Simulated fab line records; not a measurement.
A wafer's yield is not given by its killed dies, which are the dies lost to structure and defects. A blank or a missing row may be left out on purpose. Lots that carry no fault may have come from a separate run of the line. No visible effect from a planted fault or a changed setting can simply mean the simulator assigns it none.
Code-filled problem report in 8D (eight disciplines) form / flow berkeley cmos170 / the parts of the form that need people (team, actions taken, sign-off) are left out

## 1. THE PROBLEM
Wafers free of any fault read 2327 (standard deviation 21) for PSD_TW at UCB170_PSD_TW_MEAS_10, against a mean of 2155 on 9 wafers of 3 lots. Relative to the usual mean, that is a shift of -8.2 standard deviations.
First observed at day 11 00:39: wafer L694.1, on film metro-02. The record holds 45 wafers of 15 lots with a number at this step. Rule for "out" (also "out of limits"): further than 4 standard deviations from the usual mean. The other wafers with a number count as sound.

## 2. WHAT IT IS; WHAT IT IS NOT
question=which readings at this step | is=PSD_TW | is not=-
question=which lots | is=L694, L698, L700 | is not=L682, L683, L684, L685, L687, L690, L691, L695, L699, L701, L703, L704
question=which wafers of those lots | is=all that have a number | is not=-
question=read on which gauges | is=film metro-01, film metro-02, film metro-04 | is not=-
question=when | is=from day 11 00:39 | is not=up to then (24 sound wafers); but 12 sound wafers of L699, L701, L703, L704 came after

## 3. THE SUSPECTS, EACH WITH WHAT RULES IT OUT
Counting: a tool at a process step up to the reading stays a suspect if it ran every lot that is out and no sound lot after the first of them.
- the gauge at UCB170_PSD_TW_MEAS_10: ruled out. The wafers that are out were read on 3 gauges (film metro-01, film metro-02, film metro-04).
- rie diel-02 at UCB170_GATE_ETCH_14 (etches BARC in N2/H2): ruled out as a lasting fault. After its first lot that is out, L694 (day 10 13:37), sound lots L703 ran on it.
- implanter-04 at UCB170_PSD_IMPLANT_08: kept. Every lot that is out went through it, starting with L694 (day 11 00:24), and after that it ran no sound lot; the last sound lot it ran before then is L690 (day 10 03:55). On those wafers its own readings are out: beam on s, faraday current uA.
The count leaves implanter-04 at UCB170_PSD_IMPLANT_08.

## 4. THE CAUSE (what the simulator had put in)
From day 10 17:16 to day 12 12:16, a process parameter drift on implanter-04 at UCB170_PSD_IMPLANT_08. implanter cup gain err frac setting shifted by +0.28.
Only this tool survived the counting.

## 5. SEQUENCE OF EFFECTS, ordered by route
Rows list readings where the struck wafers' mean (over those with a number) sits beyond 3 standard deviations from the usual. Only readings whose record carries a usual standard deviation are examined. hours: median over the lots of the time between each lot's start at the first step of this table that gives one and its start at this step. sigmas: the change, counted in usual standard deviations.
hours=0; step=UCB170_PSD_IMPLANT_08; reading=beam on s; usual=9.99 s; on struck wafers=7.76; change=-2.23; sigmas=-12
hours=0; step=UCB170_PSD_IMPLANT_08; reading=faraday current uA; usual=9268; on struck wafers=11919; change=+2651; sigmas=+15
hours=0; step=UCB170_PSD_STRIP_09; reading=oes product au; usual=0.601 a.u.; on struck wafers=0.636; change=+0.035; sigmas=+7.3
hours=0; step=UCB170_PSD_STRIP_09; reading=strip time to endpoint s; usual=29.43 s; on struck wafers=26.84; change=-2.59; sigmas=-35
hours=0; step=UCB170_PSD_TW_MEAS_10; reading=PSD_TW; usual=2327; on struck wafers=2155; change=-172; sigmas=-8.2
hours=6; step=UCB170_SDANNEAL_RS_MEAS_02; reading=PSD_RS; usual=75.56 ohm/sq; on struck wafers=89.96; change=+14.40; sigmas=+60
It contains these process steps:
- UCB170_PSD_IMPLANT_08
- UCB170_PSD_STRIP_09: strips in O2.

## 6. HOW IT WOULD HAVE BEEN CAUGHT EARLIER
In this record the first reading out of limits at a measuring or inspecting step was taken at day 11 00:39, 7 hours after the fault began at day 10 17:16.
Tool's own readings at UCB170_PSD_IMPLANT_08, beam on s, faraday current uA: out on all struck wafers the step has rows for; an alarm limit on them would have tripped on the first.
L698, L700, from the lots that are out (3), started UCB170_PSD_IMPLANT_08 on implanter-04 later than day 11 00:39. A hold on the tool at that time would have spared those 2.
